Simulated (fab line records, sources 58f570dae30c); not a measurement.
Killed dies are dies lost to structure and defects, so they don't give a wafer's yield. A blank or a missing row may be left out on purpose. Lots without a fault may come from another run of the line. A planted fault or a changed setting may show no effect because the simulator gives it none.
Tool commonality check | flow berkeley_cmos170 | 15 lots, 45 wafers sampled

WHY IT WAS OPENED
At UCB170_PSD_OVL_MEAS_07 the reading PSD_OVL is flagged on 3 of 15 lots. Wafers without a fault read -4 nm, standard deviation 5.7.
Rule: a lot is flagged when every wafer of it that has a number lies more than 4 standard deviations from that mean, or none has a number. The other lots count as sound.

lot  | measured     | on         | PSD_OVL (nm), wafer by wafer | flag
L881 | day 7 01:23  | overlay-02 | -5 0 -8                      |
L880 | day 7 01:40  | overlay-02 | -10 -9 -14                   |
L883 | day 7 07:25  | overlay-01 | -1 -1 3                      |
L882 | day 7 07:34  | overlay-01 | -2 3 -1                      |
L885 | day 7 11:43  | overlay-02 | -3 -3 -2                     |
L887 | day 8 03:54  | overlay-01 | 186 189 193                  | FLAGGED
L888 | day 8 11:23  | overlay-01 | 174 182 176                  | FLAGGED
L894 | day 9 04:58  | overlay-01 | -14 -4 -8                    |
L893 | day 9 14:45  | overlay-02 | -3 -8 -1                     |
L892 | day 9 15:01  | overlay-01 | 165 169 169                  | FLAGGED
L895 | day 9 15:19  | overlay-02 | -8 -6 -5                     |
L896 | day 10 05:25 | overlay-02 | -14 -3 -9                    |
L899 | day 10 19:05 | overlay-02 | -5 -5 -1                     |
L903 | day 11 11:43 | overlay-01 | -3 -6 1                      |
L901 | day 11 12:19 | overlay-02 | -10 -13 -2                   |
The numbers of the flagged lots are 178 nm on average: +182 nm against the usual, or +32 standard deviations.

WHICH TOOL RAN EACH LOT
The record holds 2 process steps before the reading, out of a route of 331 steps. In each cell: the tool, then ch and the chambers that the sampled wafers went through, then the start.
lot  | flag    | UCB170_GATE_ETCH_15              | UCB170_PSD_EXPOSE_03
L881 |         | rie_si-01 ch 0,1,2, day 6 15:24  | krf_scanner-01 ch 0, day 7 00:52
L880 |         | rie_si-02 ch 0,1,3, day 6 15:41  | krf_scanner-02 ch 0, day 7 01:07
L883 |         | rie_si-01 ch 0,2,3, day 6 22:05  | krf_scanner-01 ch 0, day 7 06:49
L882 |         | rie_si-02 ch 0,3, day 6 21:48    | krf_scanner-02 ch 0, day 7 07:04
L885 |         | rie_si-01 ch 1,3, day 7 01:49    | krf_scanner-02 ch 0, day 7 11:11
L887 | FLAGGED | rie_si-02 ch 1,2, day 7 17:40    | krf_scanner-02 ch 0, day 8 03:15
L888 | FLAGGED | rie_si-02 ch 0,1,2, day 8 00:17  | krf_scanner-02 ch 0, day 8 10:44
L894 |         | rie_si-01 ch 2,3, day 8 14:51    | krf_scanner-01 ch 0, day 9 03:25
L893 |         | rie_si-02 ch 1,2,3, day 9 02:39  | krf_scanner-01 ch 0, day 9 13:51
L892 | FLAGGED | rie_si-02 ch 1,2,3, day 9 02:56  | krf_scanner-02 ch 0, day 9 14:07
L895 |         | rie_si-02 ch 0,3, day 9 03:08    | krf_scanner-01 ch 0, day 9 14:40
L896 |         | rie_si-01 ch 0,1,3, day 9 18:00  | krf_scanner-01 ch 0, day 10 04:41
L899 |         | rie_si-02 ch 1,2, day 10 08:38   | krf_scanner-01 ch 0, day 10 18:19
L903 |         | rie_si-01 ch 1,2,3, day 11 00:39 | krf_scanner-01 ch 0, day 11 11:12
L901 |         | rie_si-02 ch 1,2, day 11 00:59   | krf_scanner-01 ch 0, day 11 11:50
What these steps do:
- UCB170_GATE_ETCH_15: etches poly-Si in HBr/Cl2, stops on SiO2, time 56.3 s, target depth 278.2 nm.
- UCB170_PSD_EXPOSE_03: exposes mask PSELECT MOD, target cd 1200 nm.
- UCB170_PSD_OVL_MEAS_07

FLAGGED OVER TOTAL, TOOL BY TOOL (the gauges that took the reading come last)
step                   | tool           | lots run | flagged | share of the flagged lots | sound lots run after its first flagged lot
UCB170_GATE_ETCH_15    | rie_si-01      | 6        | 0       | none                      | -
UCB170_GATE_ETCH_15    | rie_si-02      | 9        | 3       | all                       | 4 (L893,L895,L899,L901)
UCB170_PSD_EXPOSE_03   | krf_scanner-01 | 9        | 0       | none                      | -
UCB170_PSD_EXPOSE_03   | krf_scanner-02 | 6        | 3       | all                       | 0
UCB170_PSD_OVL_MEAS_07 | overlay-01     | 7        | 3       | all                       | 2 (L894,L903)
UCB170_PSD_OVL_MEAS_07 | overlay-02     | 8        | 0       | none                      | -

WHAT THE TABLE ALLOWS
3 rows of the table ran every flagged lot: rie_si-02 at UCB170_GATE_ETCH_15, krf_scanner-02 at UCB170_PSD_EXPOSE_03, overlay-01 at UCB170_PSD_OVL_MEAS_07.
- rie_si-02 at UCB170_GATE_ETCH_15: 3 of its 9 lots flagged. Sound lots ran on it after the first flagged one (L893, L895, L899, L901), which a lasting fault on the whole tool wouldn't allow.
- krf_scanner-02 at UCB170_PSD_EXPOSE_03: 3 of its 6 lots flagged. Its last sound lot is L885 (day 7 11:11), its first flagged lot L887 (day 8 03:15): a fault that began between those two fits.
- overlay-01 at UCB170_PSD_OVL_MEAS_07: 3 of its 7 lots flagged. Sound lots ran on it after the first flagged one (L894, L903), which a lasting fault on the whole tool wouldn't allow.
One tool is left: krf_scanner-02 at UCB170_PSD_EXPOSE_03.

WHAT THE SIMULATOR HAD PUT IN
Scanner matching overlay: krf_scanner-02, from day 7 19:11 on, at UCB170_PSD_EXPOSE_03. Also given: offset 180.
Lots struck among those shown: L887, L888, L892. The rule above found the same.
